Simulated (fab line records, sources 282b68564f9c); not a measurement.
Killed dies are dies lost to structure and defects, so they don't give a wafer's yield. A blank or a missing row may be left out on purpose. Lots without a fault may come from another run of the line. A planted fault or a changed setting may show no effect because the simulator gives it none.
Problem report in the 8D (eight disciplines) form, filled by code | flow rit_cmos | the parts of the form that need people (team, actions taken, sign-off) are left out

1. THE PROBLEM
spin_speed_rpm at RIT_PRETRO_COAT_01 reads a mean of 1926.8 rpm on 6 wafers of 2 lots; wafers without a fault read 1999.9 rpm with a standard deviation of 1.4. That is -52 standard deviations from the usual mean.
The step: resist thk 1300 nm.
First seen on wafer L629.1, day 3 22:34, on litho_track-01. The record holds 42 wafers of 14 lots with a number at this step. Rule for "out", or "out of limits": more than 4 standard deviations from the usual mean. The other wafers with a number count as sound.

2. WHAT IT IS AND WHAT IT IS NOT
question                    | is                     | is not
which readings at this step | spin_speed_rpm         | dispense_pressure_kPa
which lots                  | L629, L631             | L621, L622, L625, L633, L634, L635, L636, L637, L638, L639, L640, L643
which wafers of those lots  | all that have a number | -
read on which tools         | litho_track-01         | litho_track-03, litho_track-04
when                        | from day 3 22:34       | up to then (9 sound wafers); but 27 sound wafers of L633, L634, L635, L636, L637, L638, L639, L640, L643 came after

3. SUSPECTS, AND WHAT RULES EACH OUT
Counting: a tool at a process step up to the reading stays a suspect if it ran every lot that is out and no sound lot after the first of them.
- litho_track-01 at RIT_PRETRO_COAT_01 (resist thk 1300 nm): kept. It ran every lot that is out, first L629 (day 3 22:34), and no sound lot after that; its last sound lot up to then is L622 (day 2 11:58). Its own readings are out on those wafers: spin_speed_rpm.
Left after counting: litho_track-01 at RIT_PRETRO_COAT_01.

4. THE CAUSE (what the simulator had put in)
Process parameter drift: litho_track-01, from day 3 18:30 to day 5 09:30, at RIT_PRETRO_COAT_01. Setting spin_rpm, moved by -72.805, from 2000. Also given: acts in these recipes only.
Counting left only this tool.

5. THE CHAIN OF EFFECTS, in route order
Each row: a reading whose mean over the struck wafers that have a number lies more than 3 standard deviations from the usual. Only readings for which the record gives a usual standard deviation are gone through. hours: the time from each lot's start at the first step in this table that gives one to its start at this step, as a median over the lots. sigmas: the change in usual standard deviations.
hours | step               | reading        | usual      | on struck wafers | change | sigmas
0     | RIT_PRETRO_COAT_01 | spin_speed_rpm | 1999.9 rpm | 1926.8           | -73.2  | -52
The process steps in it:
- RIT_PRETRO_COAT_01: resist thk 1300 nm.
Later measuring or inspecting steps at which every struck wafer that the step has a row for has a number for every such reading, and none has moved that far: RIT_NSD_TW_MEAS_10.

6. WHAT WOULD HAVE CAUGHT IT SOONER
In this record the first reading out of limits was taken at day 3 22:34, 4 hours after the fault began at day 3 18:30.
